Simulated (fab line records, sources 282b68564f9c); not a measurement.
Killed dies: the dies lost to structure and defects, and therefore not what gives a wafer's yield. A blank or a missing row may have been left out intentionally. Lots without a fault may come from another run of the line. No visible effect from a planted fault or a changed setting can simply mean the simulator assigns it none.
Split-lot study || flow rit_cmos || 5 lots, 23 wafers read, on a route of 202 steps

THE SPLIT
At RIT_CONTACT_CVD_00 (deposits SiO2 from TEOS, target thk 400 nm, time 61 s), the setting time_s was moved away from the recipe's 61 s on 8 of the 23 wafers read, by -13.3% to +15.0%. This setting was run at the recipe's value on the other wafers.

Split to reading: the file shows no intervening step.

THE READING
At RIT_CONTACT_THK_MEAS_01: CONTACT_TEOS_THK, given in nm. A value of 397 nm with a standard deviation of 4.7 nm is what fault-free wafers of this fab line usually give.

{"wafer": "L075.2", "tool, chamber at the split": "pecvd-04, 2", "time_s as run, s": 61, "against the recipe": "recipe", "CONTACT_TEOS_THK, nm": 395, "against lot-mates on the recipe": "-"}
{"wafer": "L075.3", "tool, chamber at the split": "pecvd-04, 1,2,0", "time_s as run, s": 61, "against the recipe": "recipe", "CONTACT_TEOS_THK, nm": 393, "against lot-mates on the recipe": "-"}
{"wafer": "L075.4", "tool, chamber at the split": "pecvd-04, 1,2,0", "time_s as run, s": 61, "against the recipe": "recipe", "CONTACT_TEOS_THK, nm": 402, "against lot-mates on the recipe": "-"}
{"wafer": "L075.5", "tool, chamber at the split": "pecvd-04, 1,2,0", "time_s as run, s": 61, "against the recipe": "recipe", "CONTACT_TEOS_THK, nm": 400, "against lot-mates on the recipe": "-"}
{"wafer": "L075.6", "tool, chamber at the split": "pecvd-04, 1", "time_s as run, s": 61, "against the recipe": "recipe", "CONTACT_TEOS_THK, nm": 402, "against lot-mates on the recipe": "-"}
{"wafer": "L076.1", "tool, chamber at the split": "pecvd-02, 2", "time_s as run, s": 61, "against the recipe": "recipe", "CONTACT_TEOS_THK, nm": 391, "against lot-mates on the recipe": "-"}
{"wafer": "L076.2", "tool, chamber at the split": "pecvd-02, 1", "time_s as run, s": 52.87, "against the recipe": "-13.3%", "CONTACT_TEOS_THK, nm": 345, "against lot-mates on the recipe": -52}
{"wafer": "L076.3", "tool, chamber at the split": "pecvd-02, 0", "time_s as run, s": 52.87, "against the recipe": "-13.3%", "CONTACT_TEOS_THK, nm": 346, "against lot-mates on the recipe": -51}
{"wafer": "L076.4", "tool, chamber at the split": "pecvd-02, 2", "time_s as run, s": 61, "against the recipe": "recipe", "CONTACT_TEOS_THK, nm": 401, "against lot-mates on the recipe": "-"}
{"wafer": "L076.5", "tool, chamber at the split": "pecvd-02, 0", "time_s as run, s": 61, "against the recipe": "recipe", "CONTACT_TEOS_THK, nm": 399, "against lot-mates on the recipe": "-"}
{"wafer": "L078.1", "tool, chamber at the split": "pecvd-04, 0", "time_s as run, s": 61, "against the recipe": "recipe", "CONTACT_TEOS_THK, nm": 396, "against lot-mates on the recipe": "-"}
{"wafer": "L078.2", "tool, chamber at the split": "pecvd-04, 1", "time_s as run, s": 70.12, "against the recipe": "+15.0%", "CONTACT_TEOS_THK, nm": 456, "against lot-mates on the recipe": "+59"}
{"wafer": "L078.4", "tool, chamber at the split": "pecvd-04, 1", "time_s as run, s": 61, "against the recipe": "recipe", "CONTACT_TEOS_THK, nm": 398, "against lot-mates on the recipe": "-"}
{"wafer": "L078.5", "tool, chamber at the split": "pecvd-04, 2", "time_s as run, s": 70.12, "against the recipe": "+15.0%", "CONTACT_TEOS_THK, nm": 462, "against lot-mates on the recipe": "+65"}
{"wafer": "L078.6", "tool, chamber at the split": "pecvd-04, 0", "time_s as run, s": 70.12, "against the recipe": "+15.0%", "CONTACT_TEOS_THK, nm": 460, "against lot-mates on the recipe": "+63"}
{"wafer": "L083.2", "tool, chamber at the split": "pecvd-01, 0", "time_s as run, s": 61, "against the recipe": "recipe", "CONTACT_TEOS_THK, nm": 392, "against lot-mates on the recipe": "-"}
{"wafer": "L083.4", "tool, chamber at the split": "pecvd-01, 1", "time_s as run, s": 61, "against the recipe": "recipe", "CONTACT_TEOS_THK, nm": 396, "against lot-mates on the recipe": "-"}
{"wafer": "L083.6", "tool, chamber at the split": "pecvd-01, 2", "time_s as run, s": 61, "against the recipe": "recipe", "CONTACT_TEOS_THK, nm": 403, "against lot-mates on the recipe": "-"}
{"wafer": "L084.1", "tool, chamber at the split": "pecvd-04, 2", "time_s as run, s": 61, "against the recipe": "recipe", "CONTACT_TEOS_THK, nm": 391, "against lot-mates on the recipe": "-"}
{"wafer": "L084.2", "tool, chamber at the split": "pecvd-04, 0,2", "time_s as run, s": 54.11, "against the recipe": "-11.3%", "CONTACT_TEOS_THK, nm": 348, "against lot-mates on the recipe": -42}
{"wafer": "L084.3", "tool, chamber at the split": "pecvd-04, 1", "time_s as run, s": 61, "against the recipe": "recipe", "CONTACT_TEOS_THK, nm": 389, "against lot-mates on the recipe": "-"}
{"wafer": "L084.4", "tool, chamber at the split": "pecvd-04, 0,2", "time_s as run, s": 54.11, "against the recipe": "-11.3%", "CONTACT_TEOS_THK, nm": 351, "against lot-mates on the recipe": -39}
{"wafer": "L084.5", "tool, chamber at the split": "pecvd-04, 1", "time_s as run, s": 54.11, "against the recipe": "-11.3%", "CONTACT_TEOS_THK, nm": 355, "against lot-mates on the recipe": -35}
Rows listing several chambers each stand for several wafers; the file does not say which wafer went through which chamber.

THE FIT
A straight line over all 23 wafers: CONTACT_TEOS_THK changes by +4.06 nm for each +1% of time_s; r = +0.99; the points scatter about the line by 4.2 nm.
The same after taking each lot's own level away (the mean of its wafers on the recipe; 23 wafers): +3.9 nm for each +1%; r = +0.99; scatter 4 nm.
According to that fit, moving time_s by its largest amount changes the reading by 58 nm.
The lots' own levels span 390.0 to 398.4 nm, that is 1.8 times the standard deviation above.
So the lot-to-lot level changes the slope little: the two slopes agree.
Check: with one of the wafers moved furthest among these (+15.0%) left out of the fit, the line predicts +59.8 nm for it against its lot-mates. It came out at +59 nm against them.

ADDITIONAL SPLITS CARRIED BY THESE WAFERS
Before the reading, these wafers also passed through other splits. Each is held against what the fit with the lots' levels taken away leaves over:
{"other split on the same wafers": "RIT_REOX_OXIDATION_03 temp_c", "wafers away from the commonest value": 18, "r with CONTACT_TEOS_THK (lot level and that fit taken away)": "+0.19"}
{"other split on the same wafers": "RIT_PLDD_COAT_01 resist_thk_nm", "wafers away from the commonest value": 5, "r with CONTACT_TEOS_THK (lot level and that fit taken away)": -0.29}
{"other split on the same wafers": "RIT_PLDD_DEVELOP_05 develop_time_s", "wafers away from the commonest value": 8, "r with CONTACT_TEOS_THK (lot level and that fit taken away)": "+0.11"}
{"other split on the same wafers": "RIT_SPACER_ETCHBACK_05 time_s", "wafers away from the commonest value": 12, "r with CONTACT_TEOS_THK (lot level and that fit taken away)": "+0.15"}

THE WHOLE CHAIN: every reading that the file lists as answering this split, in the file's order
{"step": "RIT_CONTACT_CVD_00", "what it does": "deposits SiO2 from TEOS, target thk 400 nm, time 61 s", "reading": "SiO2_of_CONTACT_CVD_00.thk_nm (the simulator's own value, which no gauge read)", "change (the file's fit)": "+3.9 nm for each +1% of the setting", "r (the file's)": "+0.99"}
{"step": "RIT_CONTACT_THK_MEAS_01", "what it does": "", "reading": "CONTACT_TEOS_THK", "change (the file's fit)": "+3.88 for each +1% of the setting", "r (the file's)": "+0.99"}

FILE'S OWN FIT
CONTACT_TEOS_THK changes by +3.88 nm for each +1% of time_s, r = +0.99.
